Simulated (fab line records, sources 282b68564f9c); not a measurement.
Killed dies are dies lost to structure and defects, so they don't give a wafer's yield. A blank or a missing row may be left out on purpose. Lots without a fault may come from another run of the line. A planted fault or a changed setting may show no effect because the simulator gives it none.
Which tool did it? | flow rit_cmos | 14 lots, 42 wafers sampled, at 3 steps of a route of 202

WHAT THE GAUGES READ, wafer by wafer
RIT_M1_RS_MEAS_01: measures by four-point-probe. Usual: M1_AL_RS 0.0740 ohm/sq, standard deviation 0.00075.
lot  | measured    | on            | M1_AL_RS (ohm/sq)    | flag
L821 | day 4 00:20 | film_metro-04 | 0.0730 0.0736 0.0737 |
L822 | day 4 05:16 | film_metro-04 | 0.0738 0.0725 0.0734 |
L823 | day 4 12:49 | film_metro-02 | 0.0740 0.0735 0.0732 |
L824 | day 4 17:28 | film_metro-02 | 0.0751 0.0750 0.0746 |
L827 | day 5 05:03 | film_metro-02 | 0.0745 0.0739 0.0745 |
L828 | day 5 10:44 | film_metro-02 | 0.0739 0.0744 0.0737 |
L829 | day 5 12:10 | film_metro-04 | 0.0745 0.0739 0.0733 |
L830 | day 5 18:10 | film_metro-02 | 0.0730 0.0728 0.0737 |
L831 | day 6 00:27 | film_metro-01 | 0.0747 0.0744 0.0747 |
L833 | day 6 09:00 | film_metro-01 | 0.0731 0.0730 0.0734 |
L838 | day 7 08:38 | film_metro-01 | 0.0528 0.0739 0.0748 | OFF
L837 | day 7 11:20 | film_metro-01 | 0.0746 0.0742 0.0746 |
L840 | day 8 08:45 | film_metro-02 | 0.0740 0.0528 0.0737 | OFF
L842 | day 8 15:30 | film_metro-01 | 0.0738 0.0744 0.0749 |

RIT_M1_THK_MEAS_02: measures by xrf. Usual: M1_AL_THK 404 nm, standard deviation 4.9.
lot  | measured    | on            | M1_AL_THK (nm) | flag
L821 | day 4 00:27 | film_metro-04 | 410 406 405    |
L822 | day 4 05:22 | film_metro-04 | 406 413 407    |
L823 | day 4 12:56 | film_metro-02 | 407 409 410    |
L824 | day 4 17:34 | film_metro-02 | 403 401 403    |
L827 | day 5 05:10 | film_metro-02 | 403 407 401    |
L828 | day 5 10:50 | film_metro-02 | 409 404 408    |
L829 | day 5 12:16 | film_metro-04 | 404 404 409    |
L830 | day 5 18:16 | film_metro-02 | 410 413 406    |
L831 | day 6 00:34 | film_metro-01 | 399 401 397    |
L833 | day 6 09:06 | film_metro-01 | 406 407 403    |
L838 | day 7 08:45 | film_metro-01 | 561 399 396    | OFF
L837 | day 7 11:27 | film_metro-01 | 399 402 399    |
L840 | day 8 08:52 | film_metro-02 | 405 566 407    | OFF
L842 | day 8 15:37 | film_metro-01 | 403 396 393    |

WHICH TOOL RAN EACH LOT (tool, then ch and the chambers of the sampled wafers, then the start)
lot  | RIT_M1_SPUTTER_00
L821 | pvd_sputter-04, day 4 00:02
L822 | pvd_sputter-01, day 4 04:57
L823 | pvd_sputter-01, day 4 12:31
L824 | pvd_sputter-04, day 4 17:09
L827 | pvd_sputter-04, day 5 04:44
L828 | pvd_sputter-01, day 5 10:23
L829 | pvd_sputter-04, day 5 11:49
L830 | pvd_sputter-01, day 5 17:50
L831 | pvd_sputter-04, day 6 00:09
L833 | pvd_sputter-03, day 6 08:40
L838 | pvd_sputter-04, day 7 08:20
L837 | pvd_sputter-01, day 7 11:02
L840 | pvd_sputter-04, day 8 08:26
L842 | pvd_sputter-01, day 8 15:11
- RIT_M1_SPUTTER_00: material Al, target thk 400 nm, time 500 s.

WHAT THE TOOLS THEMSELVES READ (means of the sampled wafers that have a number; where no wafer has one, the mark that the record gives instead)
RIT_M1_SPUTTER_00. Usual: substrate_temp_c 25.00 C, standard deviation 0.11; throttle_valve_pct 29.8 %, standard deviation 0.87.
lot  | tool           | substrate_temp_c (C) | throttle_valve_pct (%) | flag
L821 | pvd_sputter-04 | 24.98                | 30.3                   |
L822 | pvd_sputter-01 | 24.96                | 30.3                   |
L823 | pvd_sputter-01 | 25.01                | 30.5                   |
L824 | pvd_sputter-04 | 24.94                | 28.9                   |
L827 | pvd_sputter-04 | 25.04                | 28.7                   |
L828 | pvd_sputter-01 | 25.06                | 30.1                   |
L829 | pvd_sputter-04 | 25.10                | 29.5                   |
L830 | pvd_sputter-01 | 24.88                | 30.3                   |
L831 | pvd_sputter-04 | 25.02                | 29.2                   |
L833 | pvd_sputter-03 | 25.03                | 30.9                   |
L838 | pvd_sputter-04 | 24.87                | 29.4                   |
L837 | pvd_sputter-01 | 24.93                | 30.5                   |
L840 | pvd_sputter-04 | 25.00                | 28.9                   |
L842 | pvd_sputter-01 | 24.97                | 30.5                   |

THE ANSWER, worked out from the rows above alone
Rule: a lot is off if the mean of its wafers that have a number lies more than 3 standard deviations from the usual mean. A lot without any number at a reading at which 4 lots or more have one is off too. The other lots that the step has rows for count as sound. The gauges are gone through in route order, then the tools' own readings, and for those a lot's mean is taken as printed above. The first step at which some lot is off is used, and at that step the reading that is off furthest; a lot without a number counts as furthest.
Off: L838, L840, at RIT_M1_RS_MEAS_01 (M1_AL_RS).
A tool fits if, at a process step before that reading, it ran every lot that is off, and no sound lot after the first of them. The gauges at RIT_M1_RS_MEAS_01 are tried like those tools. One fits: pvd_sputter-04 at RIT_M1_SPUTTER_00. Its last sound lot is L831 (day 6 00:09), its first lot that is off L838 (day 7 08:20): a fault that began between those two fits.

WHAT THE SIMULATOR HAD PUT IN
Process parameter drift: pvd_sputter-04, from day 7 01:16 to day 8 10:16, at RIT_M1_SPUTTER_00. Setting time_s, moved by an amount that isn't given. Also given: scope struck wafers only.
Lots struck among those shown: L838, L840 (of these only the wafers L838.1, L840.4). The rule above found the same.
